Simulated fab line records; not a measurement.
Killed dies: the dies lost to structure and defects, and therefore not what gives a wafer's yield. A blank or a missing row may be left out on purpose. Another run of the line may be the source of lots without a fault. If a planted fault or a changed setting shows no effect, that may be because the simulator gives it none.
Which tool was responsible? | flow rit cmos | 15 lots, 45 wafers sampled, at 2 steps of a route of 202

== WHAT EACH GAUGE READ, for each wafer ==
RIT_SPACER_THK_MEAS_04.
lot  | measured    | on            | SPACER_NITRIDE_THK (nm)
L863 | day 3 00:17 | film metro-02 | 250.6 249.3 248.0
L864 | day 3 07:25 | film metro-02 | 251.4 250.9 249.5
L866 | day 3 15:50 | film metro-02 | 254.2 254.6 257.1
L867 | day 3 20:17 | film metro-03 | 252.5 249.2 251.2
L868 | day 4 03:26 | film metro-04 | 221.8 223.0 223.7
L869 | day 4 07:10 | film metro-02 | 217.6 218.9 217.8
L870 | day 4 17:44 | film metro-04 | 221.9 221.3 220.1
L871 | day 4 23:48 | film metro-04 | 249.2 249.2 247.7
L880 | day 6 22:58 | film metro-02 | 254.0 254.8 254.8
L881 | day 7 09:54 | film metro-03 | 252.2 253.3 254.1
L882 | day 7 16:11 | film metro-03 | 246.4 248.9 248.1
L883 | day 7 16:28 | film metro-04 | 248.2 249.2 247.5
L884 | day 7 18:05 | film metro-04 | 246.3 247.9 245.4
L886 | day 7 22:32 | film metro-03 | 256.5 254.5 255.5
L885 | day 8 00:26 | film metro-03 | 250.7 252.5 251.2

== TOOL THAT RAN EACH LOT (tool first, then ch and the chambers of the sampled wafers, then the start) ==
lot  | RIT_SPACER_CVD_03
L863 | lpcvd-01 ch 1, day 2 22:22
L864 | lpcvd-01 ch 1, day 3 05:30
L866 | lpcvd-01 ch 1, day 3 13:54
L867 | lpcvd-01 ch 1, day 3 18:22
L868 | lpcvd-01 ch 1, day 4 01:30
L869 | lpcvd-01 ch 1, day 4 05:14
L870 | lpcvd-01 ch 0, day 4 15:49
L871 | lpcvd-02 ch 0, day 4 21:53
L880 | lpcvd-02 ch 1, day 6 21:03
L881 | lpcvd-01 ch 0, day 7 07:58
L882 | lpcvd-01 ch 1, day 7 14:14
L883 | lpcvd-02 ch 1, day 7 14:32
L884 | lpcvd-01 ch 0, day 7 16:10
L886 | lpcvd-01 ch 0, day 7 20:37
L885 | lpcvd-02 ch 0, day 7 22:29
- RIT_SPACER_CVD_03: deposits Si3N4 from SiH2Cl2/NH3, target thk 250 nm, time 3300 s.

== AS READ BY THE TOOLS THEMSELVES (means over the sampled wafers that have a number; for cases with no such wafer, the mark the record gives instead) ==
RIT_SPACER_CVD_03.
lot  | tool     | susceptor temp C (C)
L863 | lpcvd-01 | 810.1
L864 | lpcvd-01 | 809.8
L866 | lpcvd-01 | 809.9
L867 | lpcvd-01 | 810.0
L868 | lpcvd-01 | 810.4
L869 | lpcvd-01 | 810.1
L870 | lpcvd-01 | 809.6
L871 | lpcvd-02 | 810.4
L880 | lpcvd-02 | 810.3
L881 | lpcvd-01 | 810.1
L882 | lpcvd-01 | 810.2
L883 | lpcvd-02 | 809.8
L884 | lpcvd-01 | 809.7
L886 | lpcvd-01 | 809.6
L885 | lpcvd-02 | 810.2

== THE ANSWER, worked out from the rows above alone ==
Rule: what is usual is taken from the lots themselves. The widest of any qualifying gaps counts: lots, ordered by their means at a reading, are off when they make up no more than a third of the lots, leave a main group of 4 or more, and stand apart from it by 3 or more times the standard deviation of that group's means. The tables above print the reading to a certain number of digits; a main group whose means all agree to those digits is not used. A lot without any number at a reading at which 4 lots or more have one is off too. Any other lot the step has rows for is counted as sound. After the gauges, taken in route order, come the tools' own readings; for these a lot's mean is taken, as printed above. At the first step where some lot is off, the reading lying furthest off is the one used; lots without a number count as furthest.
Off: L868, L869, L870, seen at RIT_SPACER_THK_MEAS_04 (SPACER_NITRIDE_THK). The main group has a mean of 251.0 nm with a standard deviation of 2.9.
A tool fits if, at a process step before that reading, it ran every lot that is off, and no sound lot after the first of them. Those tools and the gauges at RIT_SPACER_THK_MEAS_04 are tried in the same way. Not one of the candidates tried fits.

== WHAT HAD BEEN PUT IN BY THE SIMULATOR ==
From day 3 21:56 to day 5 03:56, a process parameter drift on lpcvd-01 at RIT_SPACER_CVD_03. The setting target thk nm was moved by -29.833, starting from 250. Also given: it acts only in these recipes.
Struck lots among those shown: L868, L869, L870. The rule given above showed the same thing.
